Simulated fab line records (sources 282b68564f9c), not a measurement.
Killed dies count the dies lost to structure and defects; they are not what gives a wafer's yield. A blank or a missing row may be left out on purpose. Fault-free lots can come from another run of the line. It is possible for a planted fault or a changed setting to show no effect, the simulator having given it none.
Which tool is to blame? || flow rit cmos || Sampling: 7 lots, 21 wafers, 2 of 202 route steps

WHAT EACH GAUGE READ, for each wafer
RIT_PLDD_OVL_MEAS_06.
{"lot": "L848", "measured": "day 2 23:56", "on": "overlay-01", "PLDD_OVL (nm)": "0.8 0.6 0.5"}
{"lot": "L850", "measured": "day 3 09:59", "on": "overlay-02", "PLDD_OVL (nm)": "1.3 0.0 0.4"}
{"lot": "L852", "measured": "day 3 19:01", "on": "overlay-02", "PLDD_OVL (nm)": "0.1 -1.2 -1.0"}
{"lot": "L857", "measured": "day 4 22:48", "on": "overlay-01", "PLDD_OVL (nm)": "0.0 -0.3 -1.4"}
{"lot": "L864", "measured": "day 6 14:19", "on": "overlay-02", "PLDD_OVL (nm)": "0.4 1.1 1.1"}
{"lot": "L867", "measured": "day 7 05:47", "on": "overlay-01", "PLDD_OVL (nm)": "0.1 -1.1 -2.0"}
{"lot": "L869", "measured": "day 7 15:51", "on": "overlay-01", "PLDD_OVL (nm)": "0.6 -1.0 -2.2"}

EACH LOT AND THE TOOL THAT RAN IT (in order: tool; ch and the chambers of the sampled wafers; start)
{"lot": "L848", "RIT_PLDD_EXPOSE_03": "iline stepper-02 ch 0, day 2 23:33"}
{"lot": "L850", "RIT_PLDD_EXPOSE_03": "iline stepper-01 ch 0, day 3 09:35"}
{"lot": "L852", "RIT_PLDD_EXPOSE_03": "iline stepper-02 ch 0, day 3 18:37"}
{"lot": "L857", "RIT_PLDD_EXPOSE_03": "iline stepper-02 ch 0, day 4 22:24"}
{"lot": "L864", "RIT_PLDD_EXPOSE_03": "iline stepper-02 ch 0, day 6 13:50"}
{"lot": "L867", "RIT_PLDD_EXPOSE_03": "iline stepper-02 ch 0, day 7 05:20"}
{"lot": "L869", "RIT_PLDD_EXPOSE_03": "iline stepper-02 ch 0, day 7 15:19"}
- RIT_PLDD_EXPOSE_03: exposes mask M8, target cd 40900 nm.

THE ANSWER, worked out from the rows above alone
Rule: what is usual is taken from the lots themselves. The widest of any qualifying gaps counts: lots, ordered by their means at a reading, are off when they make up no more than a third of the lots, leave a main group of 4 or more, and stand apart from it by 3 or more times the standard deviation of that group's means. The tables above print the reading to a certain number of digits; a main group whose means all agree to those digits is not used. Also off: a lot with no number at a reading for which 4 or more lots have one. All remaining lots with rows at the step are treated as sound.
Across all readings shown, no lot is off: no conclusion can be drawn from this.

WHAT HAD BEEN PUT IN BY THE SIMULATOR
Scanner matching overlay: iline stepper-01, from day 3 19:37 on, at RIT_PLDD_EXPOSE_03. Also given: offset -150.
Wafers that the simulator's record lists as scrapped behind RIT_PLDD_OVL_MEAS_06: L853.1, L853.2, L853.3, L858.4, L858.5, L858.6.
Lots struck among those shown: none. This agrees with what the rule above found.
